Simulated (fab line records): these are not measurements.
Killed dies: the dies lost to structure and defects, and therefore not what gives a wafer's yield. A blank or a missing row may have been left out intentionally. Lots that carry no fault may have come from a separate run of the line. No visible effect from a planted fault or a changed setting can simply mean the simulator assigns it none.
A struck lot beside a sound one -- flow rit_cmos -- 43 out of 202 route steps
Sound: these wafers, L201.1, L201.3, L201.5. Wafers struck: L208.1, L208.3, L208.4. At the end, the cause is stated.
For every step that has rows: the tool of each side, followed by ch and its chambers, followed by its first start. Under that, the readings that differ: sound wafers -- struck wafers -- difference of the means -- sigmas: that difference in standard deviations of wafers without a fault.
alike: readings with means less than 2 such deviations apart, plus words and numbers identical on both sides. not compared: withheld readings, readings lacking a value on some wafer, bounds such as >300 that could conceal the same value, and numbers that have no deviation in the record and whose values overlap.
Wherever a step has rows on one side only, a row that says differs or no value, or a row with sigmas, the two part there. Numbers that have no deviation but don't overlap get no sigmas and don't part them. A reading missing from all wafers of one side parts the sides only when that side holds two or more wafers.

first, 2 steps without rows for these wafers: RIT_NLDD_HARDBAKE_07 (time 60 s); RIT_NLDD_IMPLANT_08.
RIT_NLDD_STRIP_09: strips in O2, time 180 s.
  sound on plasma_asher-02 ch 0,1, day 4 07:03; struck on plasma_asher-04 ch 0,1, day 5 16:53
  alike: drypump_motor_current_A
  not compared: rf_hours_counter_h
RIT_NLDD_TW_MEAS_10:
  sound: film_metro-01 at day 4 07:13; struck: film_metro-01 at day 5 17:04
  alike: NLDD_TW
then, 6 steps without rows for these wafers: RIT_PLDD_HMDS_00 (prime time 60 s); RIT_PLDD_COAT_01 (resist thk 1000 nm); RIT_PLDD_SOFTBAKE_02 (time 60 s); RIT_PLDD_EXPOSE_03 (exposes mask M8, target cd 40900 nm); RIT_PLDD_PEB_04; RIT_PLDD_DEVELOP_05 (develop time 50 s).
RIT_PLDD_OVL_MEAS_06:
  sound: overlay-02 at day 4 08:22; struck: overlay-01 at day 5 18:05
  alike: PLDD_OVL
then, 1 step without rows for these wafers: RIT_PLDD_HARDBAKE_07 (time 60 s).
RIT_PLDD_IMPLANT_08:
  sound on implanter-03 ch 0, day 4 08:34; struck on implanter-04 ch 0, day 5 18:17
  alike: tilt_deg
RIT_PLDD_STRIP_09: strips in O2, time 180 s.
  sound on plasma_asher-01 ch 0,1, day 4 08:43; struck on plasma_asher-04 ch 0,1, day 5 18:26
  alike: drypump_motor_current_A
  not compared: rf_hours_counter_h
RIT_PLDD_TW_MEAS_10:
  sound: film_metro-02 at day 4 08:53; struck: film_metro-01 at day 5 18:37
  alike: PLDD_TW
then, 4 steps without rows for these wafers: RIT_SPACER_CLEAN_00 (cleans in SC1, time 600 s); RIT_SPACER_CLEAN_01 (cleans in dHF, time 30 s); RIT_SPACER_CLEAN_02 (cleans in SC2, time 600 s); RIT_SPACER_CVD_03 (deposits Si3N4 from SiH2Cl2/NH3, target thk 250 nm, time 3300 s).
RIT_SPACER_THK_MEAS_04:
  sound: film_metro-04 at day 4 11:14; struck: film_metro-03 at day 5 21:00
reading,sound,struck,difference,sigmas
SPACER_NITRIDE_THK (nm),245.0 248.9 247.6,252.8 253.0 252.0,+5.4,+2
RIT_SPACER_ETCHBACK_05: etches Si3N4 in SF6/CHF3, stops on SiO2, target depth 250 nm, time 240 s.
  sound on rie_diel-04 ch 0,2, day 4 11:17; struck on rie_diel-04 ch 2,3, day 5 21:04
  alike: drypump_motor_current_A, oes_product_au, throttle_valve_pct
  not compared: rf_hours_counter_h
then, 6 steps without rows for these wafers: RIT_NSD_HMDS_00 (prime time 60 s); RIT_NSD_COAT_01 (resist thk 1000 nm); RIT_NSD_SOFTBAKE_02 (time 60 s); RIT_NSD_EXPOSE_03 (exposes mask M9, target cd 40700 nm); RIT_NSD_PEB_04; RIT_NSD_DEVELOP_05 (develop time 50 s).
RIT_NSD_OVL_MEAS_06:
  sound: overlay-02 at day 4 12:41; struck: overlay-01 at day 5 22:04
  alike: NSD_OVL
then, 2 steps without rows for these wafers: RIT_NSD_HARDBAKE_07 (time 60 s); RIT_NSD_IMPLANT_08.
RIT_NSD_STRIP_09: strips in O2, time 180 s.
  sound on plasma_asher-02 ch 0,1, day 4 13:01; struck on plasma_asher-02 ch 0,1, day 5 22:24
  alike: drypump_motor_current_A
  not compared: rf_hours_counter_h
RIT_NSD_TW_MEAS_10:
  sound: film_metro-03 at day 4 13:12; struck: film_metro-03 at day 5 22:34
  alike: NSD_TW
then, 6 steps without rows for these wafers: RIT_PSD_HMDS_00 (prime time 60 s); RIT_PSD_COAT_01 (resist thk 1000 nm); RIT_PSD_SOFTBAKE_02 (time 60 s); RIT_PSD_EXPOSE_03 (exposes mask M10, target cd 40900 nm); RIT_PSD_PEB_04; RIT_PSD_DEVELOP_05 (develop time 50 s).
RIT_PSD_OVL_MEAS_06:
  sound: overlay-01 at day 4 14:16; struck: overlay-02 at day 5 23:29
  alike: PSD_OVL
then, 2 steps without rows for these wafers: RIT_PSD_HARDBAKE_07 (time 60 s); RIT_PSD_IMPLANT_08.
RIT_PSD_STRIP_09: strips in O2, time 180 s.
  sound on plasma_asher-03 ch 0, day 4 14:38; struck on plasma_asher-01 ch 0,1, day 5 23:49
  alike: drypump_motor_current_A
  not compared: rf_hours_counter_h
RIT_M1_PROBE_99:
  sound: prober-02 at day 5 00:04; struck: prober-01 at day 6 08:00
  alike: killed_at_M0_to_M3, killed_at_contacts, killed_at_front_end, killed_dies, killed_open, killed_short
  not compared: model.etest.diode_nwell_sub.leak_log10_a_cm2

WHERE THEY PART
Within this record, at RIT_SPACER_THK_MEAS_04 only. Later steps at which nothing parts them and some readings are alike: RIT_SPACER_ETCHBACK_05, RIT_NSD_OVL_MEAS_06, RIT_NSD_STRIP_09, RIT_NSD_TW_MEAS_10, RIT_PSD_OVL_MEAS_06, RIT_PSD_STRIP_09, RIT_M1_PROBE_99.

WHY: the cause the simulator had injected
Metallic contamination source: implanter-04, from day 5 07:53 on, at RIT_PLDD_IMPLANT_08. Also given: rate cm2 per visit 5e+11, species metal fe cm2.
